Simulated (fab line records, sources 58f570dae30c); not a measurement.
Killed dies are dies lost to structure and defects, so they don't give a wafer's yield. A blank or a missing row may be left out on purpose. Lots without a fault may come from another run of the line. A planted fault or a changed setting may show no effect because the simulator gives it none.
Chamber matching | flow berkeley_cmos170 | UCB170_V2_ETCH_14 on rie_diel-01: 4 sister chambers
The step etches SiO2 in CHF3/CF4/Ar, stops on Al, target depth 1250 nm, time 291 s. 4 wafers are shown with their chamber, then 7 later ones without.

WAFERS WITH THEIR CHAMBER
wafer  | chamber | drypump_motor_current_A (A)
L260.5 | 3       | 5.8
L260.6 | 0       | 5.1
L263.1 | 2       | 6.1
L263.2 | 1       | 6.5

WAFERS WITHOUT THEIR CHAMBER
wafer  | drypump_motor_current_A (A)
L263.3 | 5.7
L267.2 | 6.5
L267.3 | 6.1
L267.5 | 5.1
L276.1 | 6.5
L276.3 | 5.8
L276.5 | 5.8

WHICH CHAMBER EACH WENT THROUGH
wafer  | from the rows above | in truth
L263.3 | 3                   | 3
L267.2 | 1                   | 1
L267.3 | 2                   | 2
L267.5 | 0                   | 0
L276.1 | 1                   | 1
L276.3 | 3                   | 3
L276.5 | 3                   | 3
Placed correctly: 7 of 7. Can't be placed from these rows: 0. Placed wrongly: 0.
How it was worked out, from the rows above alone: a wafer's distance from a chamber is the root of the sum, over the readings, of the square of ((its reading less the chamber's mean) divided by the reading's scatter). The wafer belongs to the nearest chamber; if the next one is less than 2 further off, it can't be placed. A chamber's mean is the mean of its shown wafers. The scatter: with one shown wafer a chamber, the root of the mean of the squares of how far each hidden wafer lies from its nearest shown one.
